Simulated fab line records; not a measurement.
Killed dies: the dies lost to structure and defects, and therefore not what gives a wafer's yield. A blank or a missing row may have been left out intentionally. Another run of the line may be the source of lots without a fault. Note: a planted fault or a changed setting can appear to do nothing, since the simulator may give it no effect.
What tool caused it? | flow berkeleyCmos170 | 14 lots, 42 wafers sampled, at 4 steps of a route of 331

## WHAT EACH GAUGE READ, for each wafer
UCB170_V1_CD_MEAS_12: target cd 700 nm. Usual: cdNm reads 700.3 nm (standard deviation 1.6).
lot  | measured     | on       | cdNm (nm)         | flag
L588 | day 8 04:24  | cdSem-02 | 698.4 698.7 699.2 | 
L591 | day 8 13:23  | cdSem-02 | 697.9 696.5 696.8 | 
L590 | day 8 13:57  | cdSem-01 | 698.8 698.7 699.7 | 
L592 | day 8 20:45  | cdSem-02 | 700.7 701.3 701.3 | 
L594 | day 9 06:27  | cdSem-01 | 700.6 701.6 701.5 | 
L597 | day 9 06:16  | cdSem-02 | 701.0 703.1 701.6 | 
L598 | day 9 18:22  | cdSem-02 | 727.5 730.1 729.3 | OFF
L600 | day 9 17:56  | cdSem-02 | 730.4 731.5 730.9 | OFF
L602 | day 10 18:51 | cdSem-02 | 700.9 701.7 701.3 | 
L605 | day 10 21:02 | cdSem-01 | 701.3 701.6 700.3 | 
L606 | day 11 16:05 | cdSem-01 | 699.8 700.7 699.4 | 
L608 | day 11 15:41 | cdSem-02 | 697.8 701.0 700.2 | 
L607 | day 11 15:28 | cdSem-01 | 700.4 701.2 701.5 | 
L610 | day 11 22:54 | cdSem-02 | 699.3 698.8 699.3 | 

## WHAT TOOL EACH LOT RAN ON (gives the tool, then ch and the chambers of the sampled wafers, and finally the start)
lot  | UCB170_GATE_ETCH_14               | UCB170_V1_CVD_00               | UCB170_V1_SOFTBAKE_08
L588 | rieDiel-04 ch 0,3, day 6 19:58    | pecvd-01 ch 1, day 8 00:42     | lithoTrack-03 ch 0, day 8 03:32
L591 | rieDiel-03 ch 2,3, day 7 03:56    | pecvd-03 ch 0,1,2, day 8 11:03 | lithoTrack-02 ch 0, day 8 12:52
L590 | rieDiel-01 ch 0,2,3, day 7 04:13  | pecvd-01 ch 0,1,2, day 8 10:58 | lithoTrack-01 ch 0, day 8 13:03
L592 | rieDiel-04 ch 0,1,2, day 7 14:08  | pecvd-03 ch 1,2, day 8 17:24   | lithoTrack-01 ch 0, day 8 19:36
L594 | rieDiel-03 ch 0,1,2, day 7 19:55  | pecvd-02 ch 0,1, day 9 04:07   | lithoTrack-03 ch 0, day 9 05:19
L597 | rieDiel-04 ch 1,2,3, day 7 20:38  | pecvd-03 ch 0,1, day 9 04:07   | lithoTrack-01 ch 0, day 9 05:19
L598 | rieDiel-03 ch 0,2,3, day 8 09:32  | pecvd-02 ch 0,1,2, day 9 16:02 | lithoTrack-01 ch 0, day 9 17:42
L600 | rieDiel-01 ch 0,2,3, day 8 09:49  | pecvd-03 ch 0,1, day 9 16:02   | lithoTrack-01 ch 0, day 9 17:16
L602 | rieDiel-03 ch 0,1,3, day 9 08:11  | pecvd-01 ch 1, day 10 15:10    | lithoTrack-02 ch 0, day 10 18:10
L605 | rieDiel-04 ch 1,3, day 9 08:50    | pecvd-03 ch 0,1, day 10 18:07  | lithoTrack-02 ch 0, day 10 20:20
L606 | rieDiel-04 ch 0,1,2, day 10 04:18 | pecvd-03 ch 1,2, day 11 13:46  | lithoTrack-02 ch 0, day 11 15:17
L608 | rieDiel-03 ch 0,1,3, day 10 04:32 | pecvd-03 ch 0,1, day 11 13:37  | lithoTrack-03 ch 0, day 11 15:02
L607 | rieDiel-04 ch 0,1,2, day 10 04:54 | pecvd-01 ch 1,2, day 11 13:37  | lithoTrack-02 ch 0, day 11 14:49
L610 | rieDiel-04 ch 0,1,2, day 10 15:17 | pecvd-01 ch 0,2, day 11 20:45  | lithoTrack-03 ch 0, day 11 22:14
- UCB170_GATE_ETCH_14: etches BARC in N2/H2.
- UCB170_V1_CVD_00: deposits SiO2 from TEOS/O2, target thk 2000 nm, time 250 s.
- UCB170_V1_SOFTBAKE_08: time 60 s.

## WHAT THE TOOLS THEMSELVES READ (means of the sampled wafers that have a number; where no wafer has one, the mark that the record gives instead)
UCB170_GATE_ETCH_14. Usual: drypumpMotorCurrentA 5.8 A, standard deviation 0.4; oesProductAu 1.006 a.u., standard deviation 0.026; rfFwdPowerW 494.9 W, standard deviation 2.2; throttleValvePct 13.30 %, standard deviation 0.24.
lot  | tool       | drypumpMotorCurrentA (A) | oesProductAu (a.u.) | rfFwdPowerW (W) | throttleValvePct (%) | flag
L588 | rieDiel-04 | 5.9                      | 0.998               | 495.5           | 13.11                | 
L591 | rieDiel-03 | 5.6                      | 1.017               | 495.8           | 13.39                | 
L590 | rieDiel-01 | 5.8                      | 1.001               | 494.6           | 13.40                | 
L592 | rieDiel-04 | 5.7                      | 1.007               | 494.8           | 13.29                | 
L594 | rieDiel-03 | 5.7                      | 1.010               | 492.4           | 13.33                | 
L597 | rieDiel-04 | 6.0                      | 0.991               | 495.0           | 13.16                | 
L598 | rieDiel-03 | 5.7                      | 1.025               | 495.4           | 13.47                | 
L600 | rieDiel-01 | 5.8                      | 1.000               | 494.8           | 13.41                | 
L602 | rieDiel-03 | 5.6                      | 1.001               | 493.4           | 13.45                | 
L605 | rieDiel-04 | 6.2                      | 0.974               | 494.2           | 12.97                | 
L606 | rieDiel-04 | 5.7                      | 0.993               | 494.8           | 13.28                | 
L608 | rieDiel-03 | 5.6                      | 1.000               | 494.2           | 13.46                | 
L607 | rieDiel-04 | 5.7                      | 1.007               | 495.2           | 13.29                | 
L610 | rieDiel-04 | 5.7                      | 1.004               | 494.4           | 13.28                | 

UCB170_V1_CVD_00. Usual: heaterPowerW 240 W, standard deviation 38; rfFwdPowerW 548.7 W, standard deviation 1.9.
lot  | tool     | heaterPowerW (W) | rfFwdPowerW (W) | flag
L588 | pecvd-01 | 280              | 548.9           | 
L591 | pecvd-03 | 235              | 547.3           | 
L590 | pecvd-01 | 225              | 547.5           | 
L592 | pecvd-03 | 233              | 547.8           | 
L594 | pecvd-02 | 209              | 548.3           | 
L597 | pecvd-03 | 247              | 549.3           | 
L598 | pecvd-02 | 239              | 550.1           | 
L600 | pecvd-03 | 255              | 547.2           | 
L602 | pecvd-01 | 251              | 551.9           | 
L605 | pecvd-03 | 278              | 549.0           | 
L606 | pecvd-03 | 225              | 547.7           | 
L608 | pecvd-03 | 264              | 548.4           | 
L607 | pecvd-01 | 225              | 549.7           | 
L610 | pecvd-01 | 236              | 550.5           | 

UCB170_V1_SOFTBAKE_08. Usual: exhaustPa 45.0 Pa, standard deviation 0.77; heaterPowerTotalW 56.80 W, standard deviation 0.049; plateTempC 130.01 C, standard deviation 0.13.
lot  | tool          | exhaustPa (Pa) | heaterPowerTotalW (W) | plateTempC (C) | flag
L588 | lithoTrack-03 | 44.7           | 56.80                 | 130.03         | 
L591 | lithoTrack-02 | 44.9           | 56.78                 | 130.10         | 
L590 | lithoTrack-01 | 46.0           | 56.77                 | 130.09         | 
L592 | lithoTrack-01 | 45.6           | 56.75                 | 129.86         | 
L594 | lithoTrack-03 | 44.4           | 56.77                 | 129.84         | 
L597 | lithoTrack-01 | 45.4           | 56.82                 | 130.00         | 
L598 | lithoTrack-01 | 46.0           | 62.77                 | 140.49         | OFF
L600 | lithoTrack-01 | 45.7           | 62.75                 | 140.28         | OFF
L602 | lithoTrack-02 | 44.3           | 56.81                 | 129.93         | 
L605 | lithoTrack-02 | 44.7           | 56.78                 | 129.97         | 
L606 | lithoTrack-02 | 44.9           | 56.79                 | 129.98         | 
L608 | lithoTrack-03 | 44.7           | 56.83                 | 130.09         | 
L607 | lithoTrack-02 | 45.0           | 56.78                 | 130.10         | 
L610 | lithoTrack-03 | 44.4           | 56.76                 | 130.01         | 

## THE ANSWER, worked out from the rows above alone
Rule: a lot is off if the mean of its wafers that have a number lies more than 3 standard deviations from the usual mean. A lot without any number at a reading at which 4 lots or more have one is off too. Where the step has rows for the other lots, those lots are counted as sound. First the gauges in route order, then the tools' own readings, where a lot's mean is used as printed above. At the first step where some lot is off, the reading lying furthest off is the one used; lots without a number count as furthest.
Off at UCB170_V1_CD_MEAS_12 (cdNm): L598, L600.
If a tool, at a process step before that reading, ran all the lots that are off and no sound lot after the first of them, it fits. Not tried: the gauges at UCB170_V1_CD_MEAS_12; whatever is off there is also off at UCB170_V1_SOFTBAKE_08, on other tools, and gauge error can't account for it. One candidate fits, namely lithoTrack-01 at UCB170_V1_SOFTBAKE_08. Its last sound lot is L597 (day 9 05:19), its first lot that is off L600 (day 9 17:16): a fault that began between those two fits.
The tool's own readings at UCB170_V1_SOFTBAKE_08 bear it out: on the lots that are off they differ by more than 5 times the standard deviation of the sound lots' means. heaterPowerTotalW reads 62.76 W there against 56.79 W on the sound lots; plateTempC reads 140.38 C there against 130.00 C on the sound lots.

## WHAT THE SIMULATOR HAD PUT IN
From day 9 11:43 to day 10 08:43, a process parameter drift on lithoTrack-01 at UCB170_V1_SOFTBAKE_08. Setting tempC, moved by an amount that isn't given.
Lots struck among those shown: L600, L598. Same finding as the rule above.
